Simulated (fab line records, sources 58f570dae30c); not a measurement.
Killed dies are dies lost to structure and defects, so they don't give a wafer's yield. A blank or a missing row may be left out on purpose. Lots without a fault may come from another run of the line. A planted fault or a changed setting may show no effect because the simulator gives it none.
A struck lot beside a sound one | flow berkeley_cmos170 | 31 steps out of a route of 331
Sound: wafers L285.1, L285.2, L285.5. Struck: wafer L299.2. (L299.5, L299.6 of the same lot were not struck and are left out.) The cause comes at the end.
At each step with rows: each side's tool, then ch and its chambers, then its first start. Under that, the readings that differ: sound wafers | struck wafers | difference of the means | sigmas: that difference in standard deviations of wafers without a fault.
alike: readings whose means differ by less than 2 such deviations, and words and numbers that are the same on both sides. not compared: withheld readings, readings that some wafer has no value for, bounds like >300 that may hide the same value, and numbers for which the record gives no deviation and whose values overlap.
The two part at a step that has a row with sigmas, a row that says differs or no value, or rows on one side only. Numbers that don't overlap but have no deviation are shown without sigmas and don't part them. A reading that every wafer of one side lacks parts them only if that side has two wafers or more.

first, 6 steps without rows for these wafers: UCB170_V2_HMDS_06 (prime time 60 s); UCB170_V2_COAT_07 (resist thk 900 nm); UCB170_V2_SOFTBAKE_08 (time 60 s); UCB170_V2_EXPOSE_09 (exposes mask VIA2, target cd 700 nm); UCB170_V2_PEB_10; UCB170_V2_DEVELOP_11 (develop time 45 s).
UCB170_V2_CD_MEAS_12: target cd 700 nm.
  sound on cd_sem-02, day 7 19:17; struck on cd_sem-02, day 11 05:27
  alike: cd_nm
UCB170_V2_OVL_MEAS_13:
  sound on overlay-02, day 7 19:24; struck on overlay-01, day 11 05:34
  alike: V2_OVL
UCB170_V2_ETCH_14: etches SiO2 in CHF3/CF4/Ar, stops on Al, target depth 1250 nm, time 291 s.
  sound on rie_diel-03 ch 1,2, day 7 19:26; struck on rie_diel-04 ch 2, day 11 05:35
  reading               | sound             | struck | difference | sigmas
  oes_product_au (a.u.) | 0.883 0.876 0.877 | 0.857  | -0.022     | -2
  alike: CHF3_flow_sccm, drypump_motor_current_A, throttle_valve_pct
  not compared: rf_hours_counter_h
UCB170_V2_STRIP_15: strips in O2.
  sound on plasma_asher-02 ch 0,1, day 7 19:37; struck on plasma_asher-01 ch 1, day 11 05:46
  alike: drypump_motor_current_A, oes_product_au, strip_time_to_endpoint_s
  not compared: rf_hours_counter_h
UCB170_V2_CD_MEAS_90: target cd 700 nm.
  sound on cd_sem-01, day 7 19:43; struck on cd_sem-02, day 11 05:53
  alike: cd_nm
then, 1 step without rows for these wafers: UCB170_M3_PRE_CLEAN_00 (preclean etch time 60 s).
UCB170_M3_SPUTTER_01: material Al, target thk 900 nm, time 120 s.
  sound on pvd_sputter-03, day 7 19:54; struck on pvd_sputter-03, day 11 06:03
  reading                               | sound             | struck | difference | sigmas
  model.Al_of_M3_SPUTTER_01.thk_nm (nm) | 914.6 900.4 905.5 | 809    | -98        |
  alike: chamber_pressure_pa, throttle_valve_pct
UCB170_M3_RS_MEAS_02: measures by four-point-probe.
  sound on film_metro-02, day 7 19:59; struck on film_metro-01, day 11 06:09
  reading           | sound                | struck | difference | sigmas
  M3_AL_RS (ohm/sq) | 0.0317 0.0322 0.0320 | 0.0359 | +0.0039    | +11
UCB170_M3_THK_MEAS_03: measures by xrf.
  sound on film_metro-02, day 7 20:06; struck on film_metro-01, day 11 06:16
  reading        | sound       | struck | difference | sigmas
  M3_AL_THK (nm) | 914 899 906 | 803    | -103       | -9
then, 3 steps without rows for these wafers: UCB170_M3_HMDS_04 (prime time 60 s); UCB170_M3_COAT_05 (resist thk 900 nm); UCB170_M3_SOFTBAKE_06 (time 60 s).
UCB170_M3_STRIP_07: strips in O2.
  sound on plasma_asher-01 ch 0,1, day 7 20:59; struck on plasma_asher-02 ch 0, day 11 06:46
  reading                      | sound             | struck | difference | sigmas
  drypump_motor_current_A (A)  | 5.25 5.88 5.89    | 5.03   | -0.64      | -2
  strip_time_to_endpoint_s (s) | 21.91 21.92 21.92 | 22.05  | +0.13      | +2
  alike: oes_product_au
  not compared: rf_hours_counter_h
then, 7 steps without rows for these wafers: UCB170_M3_STRIP_08 (strips KrF in DMSO, time 600 s); UCB170_M3_COAT_09; UCB170_M3_COAT_10 (resist thk 900 nm); UCB170_M3_SOFTBAKE_11 (time 60 s); UCB170_M3_EXPOSE_12 (exposes mask METAL3, target cd 700 nm); UCB170_M3_PEB_13; UCB170_M3_DEVELOP_14 (develop time 45 s).
UCB170_M3_CD_MEAS_15: target cd 700 nm.
  sound on cd_sem-01, day 7 22:35; struck on cd_sem-02, day 11 08:09
  alike: cd_nm
UCB170_M3_OVL_MEAS_16:
  sound on overlay-02, day 7 22:43; struck on overlay-01, day 11 08:16
  alike: M3_OVL
UCB170_M3_ETCH_17: etches BARC in N2/H2.
  sound on rie_diel-02 ch 0,2, day 7 22:45; struck on rie_diel-03 ch 2, day 11 08:17
  reading                | sound             | struck | difference | sigmas
  throttle_valve_pct (%) | 13.30 13.40 13.42 | 13.07  | -0.30      | -2
  alike: drypump_motor_current_A, oes_product_au
UCB170_M3_METAL_ETCH_18: etches Al in Cl2/BCl3, stops on SiO2, target depth 1170 nm, time 195 s.
  sound on rie_metal-02 ch 0,1, day 7 22:47; struck on rie_metal-03 ch 1, day 11 08:20
  reading               | sound             | struck | difference | sigmas
  oes_product_au (a.u.) | 0.869 0.855 0.858 | 0.829  | -0.032     | -2
  alike: bcl3_flow_sccm, drypump_motor_current_A, throttle_valve_pct
  not compared: rf_hours_counter_h
UCB170_M3_STRIP_19: strips in O2.
  sound on plasma_asher-02 ch 0,1, day 7 22:59; struck on plasma_asher-03 ch 0, day 11 08:31
  alike: drypump_motor_current_A, oes_product_au
  not compared: rf_hours_counter_h

WHERE THEY PART
First at UCB170_V2_ETCH_14; last, within this record, at UCB170_M3_METAL_ETCH_18. Later steps at which nothing parts them and some readings are alike: UCB170_M3_STRIP_19.

WHY: what the simulator had put in
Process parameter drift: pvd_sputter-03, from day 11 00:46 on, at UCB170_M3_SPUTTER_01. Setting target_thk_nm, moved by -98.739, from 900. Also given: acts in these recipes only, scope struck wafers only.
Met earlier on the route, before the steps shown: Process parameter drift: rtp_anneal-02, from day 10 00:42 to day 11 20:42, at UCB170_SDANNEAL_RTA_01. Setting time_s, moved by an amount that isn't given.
